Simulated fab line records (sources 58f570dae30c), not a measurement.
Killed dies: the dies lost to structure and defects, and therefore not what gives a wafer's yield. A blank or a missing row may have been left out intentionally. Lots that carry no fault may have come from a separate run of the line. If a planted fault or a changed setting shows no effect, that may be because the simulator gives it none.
Chamber matching ; flow berkeley-cmos170 ; UCB170_PWELL_ETCH_14 on rie-diel-01: 4 sister chambers
The step etches Si3N4 in CH3F/Ar/O2, stops on SiO2, target depth 242 nm, time 151 s. 8 wafers are shown with their chamber, then 8 later ones without.

== WAFERS PAIRED WITH THEIR CHAMBERS ==
wafer;chamber;throttle-valve-pct (%);drypump-motor-current-A (A)
L457.5;2;7.89;6.6
L457.6;1;7.81;5.3
L458.2;0;8.16;6.7
L458.4;1;7.80;5.3
L461.4;2;7.89;6.6
L461.5;3;8.12;6.2
L461.6;0;8.16;6.6
L462.2;3;8.14;6.3

== WAFERS WHOSE CHAMBER IS MISSING ==
wafer;throttle-valve-pct (%);drypump-motor-current-A (A)
L462.3;7.89;6.7
L462.6;8.13;6.3
L465.2;8.13;6.3
L465.4;7.89;6.6
L465.5;8.13;6.3
L470.3;7.88;6.6
L470.4;7.82;5.3
L470.6;7.90;6.6

== THE CHAMBER EACH PASSED THROUGH ==
wafer;from the rows above;in truth
L462.3;2;2
L462.6;3;3
L465.2;3;3
L465.4;2;2
L465.5;3;3
L470.3;2;2
L470.4;1;1
L470.6;2;2
8 of 8 placed correctly. Left unplaced by these rows: 0. Placed wrongly: 0.
How it was worked out, from the rows above alone: a wafer's distance from a chamber is the root of the sum, over the readings, of the square of ((its reading less the chamber's mean) divided by the reading's scatter). The wafer belongs to the nearest chamber; if the next one is less than 2 further off, it can't be placed. The mean given for a chamber averages the wafers shown for that chamber. The scatter: take each reading less its chamber's mean, square it, sum over the shown wafers, divide by the number of wafers less the number of chambers, and take the root.
